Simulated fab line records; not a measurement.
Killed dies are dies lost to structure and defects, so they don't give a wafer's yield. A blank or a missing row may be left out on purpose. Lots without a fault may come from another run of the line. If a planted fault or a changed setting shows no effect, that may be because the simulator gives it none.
Comparing a struck lot with a sound one + flow berkeley_cmos170 + 15 steps out of a route of 331
Sound: these wafers, L985.2, L985.5, L985.6. The struck wafers were L999.2, L999.3, L999.5. At the end, the cause is stated.
At each step with rows: each side's tool, then ch and its chambers, then its first start. Under that, the readings that differ: sound wafers + struck wafers + difference of the means + sigmas: that difference in standard deviations of wafers without a fault.
alike: readings whose means differ by less than 2 such deviations, and words and numbers that are the same on both sides. not compared: withheld readings, readings that some wafer has no value for, bounds like >300 that may hide the same value, and numbers for which the record gives no deviation and whose values overlap.
Wherever a step has rows on one side only, a row that says differs or no value, or a row with sigmas, the two part there. When numbers do not overlap yet have no deviation, they are printed without sigmas and do not part them. Lack of a reading on every wafer of one side parts them only where that side has two or more wafers.

UCB170_NWELL_THK_MEAS_02:
  struck on film_metro-02, day 5 06:35; sound on film_metro-03, day 2 11:35
| reading              | sound          | struck         | difference | sigmas |
|----------------------|----------------|----------------|------------|--------|
| NWELL_OXIDE_THK (nm) | 27.7 27.4 27.4 | 25.4 25.8 25.9 | -1.8       | -3     |
then, 2 steps without rows for these wafers: UCB170_NWELL_ANNEAL_03 (time 900 s); UCB170_NWELL_CVD_04 (deposits Si3N4 from SiH2Cl2/NH3, target thk 224 nm, time 3360 s).
UCB170_NWELL_THK_MEAS_05:
  struck on film_metro-03, day 5 13:43; sound on film_metro-04, day 2 20:20
  alike: NWELL_NITRIDE_THK
then, 6 steps without rows for these wafers: UCB170_NWELL_HMDS_06 (prime time 60 s); UCB170_NWELL_COAT_07 (resist thk 900 nm); UCB170_NWELL_SOFTBAKE_08 (time 60 s); UCB170_NWELL_EXPOSE_09 (exposes mask NWELL, target cd 3000 nm); UCB170_NWELL_PEB_10; UCB170_NWELL_DEVELOP_11 (develop time 45 s).
UCB170_NWELL_OVL_MEAS_12:
  struck on overlay-02, day 5 14:44; sound on overlay-02, day 2 21:18
  alike: NWELL_OVL
UCB170_NWELL_ETCH_13: etches Si3N4 in CH3F/Ar/O2, stops on SiO2, target depth 246.4 nm, time 154 s.
  sound on rie_diel-01 ch 0,1,3, day 2 21:20; struck on rie_diel-04 ch 1,2,3, day 5 14:46
  alike: drypump_motor_current_A, oes_product_au, throttle_valve_pct
  not compared: rf_hours_counter_h
UCB170_NWELL_IMPLANT_14:
  sound on implanter-04 ch 0, day 2 21:28; struck on implanter-04 ch 0, day 5 14:53
| reading            | sound                           | struck                           | difference  | sigmas      |
|--------------------|---------------------------------|----------------------------------|-------------|-------------|
| dose_ions_cm2      | 1.0007e+13 9.994e+12 1.0002e+13 | 1.0985e+13 1.0998e+13 1.0999e+13 | +9.9300e+11 | +99 or more |
| faraday_current_uA | 31.3 31.4 31.2                  | 35.9 35.2 34.5                   | +3.9        | +7          |
UCB170_NWELL_STRIP_15: strips in O2.
  sound on plasma_asher-02 ch 0,1, day 2 21:35; struck on plasma_asher-02 ch 0,1, day 5 15:03
  alike: drypump_motor_current_A, oes_product_au, strip_time_to_endpoint_s
  not compared: rf_hours_counter_h
-- the record jumps here: 6 days lie between the struck wafers' starts before and after (it left off in module NWELL and takes up again in module M3, whose first step shown is number 331 of the route) --
UCB170_M3_PROBE_99:
  struck on prober-02, day 11 21:11; sound on prober-02, day 9 09:35
| reading                              | sound                | struck               | difference | sigmas |
|--------------------------------------|----------------------|----------------------|------------|--------|
| model.etest.nwell_pinched.rs_ohm_sq  | 1272 1272 1272       | 1200 1194 1192       | -77        |        |
| model.etest.nwell.rs_ohm_sq          | 859.7 862.9 863.1    | 799.7 796.5 803.9    | -61.9      |        |
| model.etest.nwell.width_nm (nm)      | 2372 2364 2371       | 2403 2433 2398       | +42        |        |
| model.etest.nwell.line_ohm_um        | 365.4 362.5 363.5    | 331.2 330.3 331.6    | -32.8      |        |
| model.etest.field_p_metal.vt_v (V)   | -58.38 -58.79 -57.51 | -62.28 -62.23 -63.84 | -4.56      |        |
| model.etest.iso_pplus_pwell.bv_v (V) | 23.09 23.64 22.8     | 25.18 24.74 25.18    | +1.86      |        |
| model.etest.vpnp.gain                | 11 11.05 11.05       | 10.63 10.47 10.56    | -0.48      |        |
| model.etest.field_p.vt_v (V)         | -20.63 -20.74 -20.54 | -22.32 -22.16 -22.44 | -1.67      |        |

== WHERE THEY PART ==
At UCB170_NWELL_THK_MEAS_02 first; at UCB170_NWELL_IMPLANT_14 last (within this record only). Later steps at which nothing parts them and some readings are alike: UCB170_NWELL_STRIP_15.

WHY: what had been put in by the simulator
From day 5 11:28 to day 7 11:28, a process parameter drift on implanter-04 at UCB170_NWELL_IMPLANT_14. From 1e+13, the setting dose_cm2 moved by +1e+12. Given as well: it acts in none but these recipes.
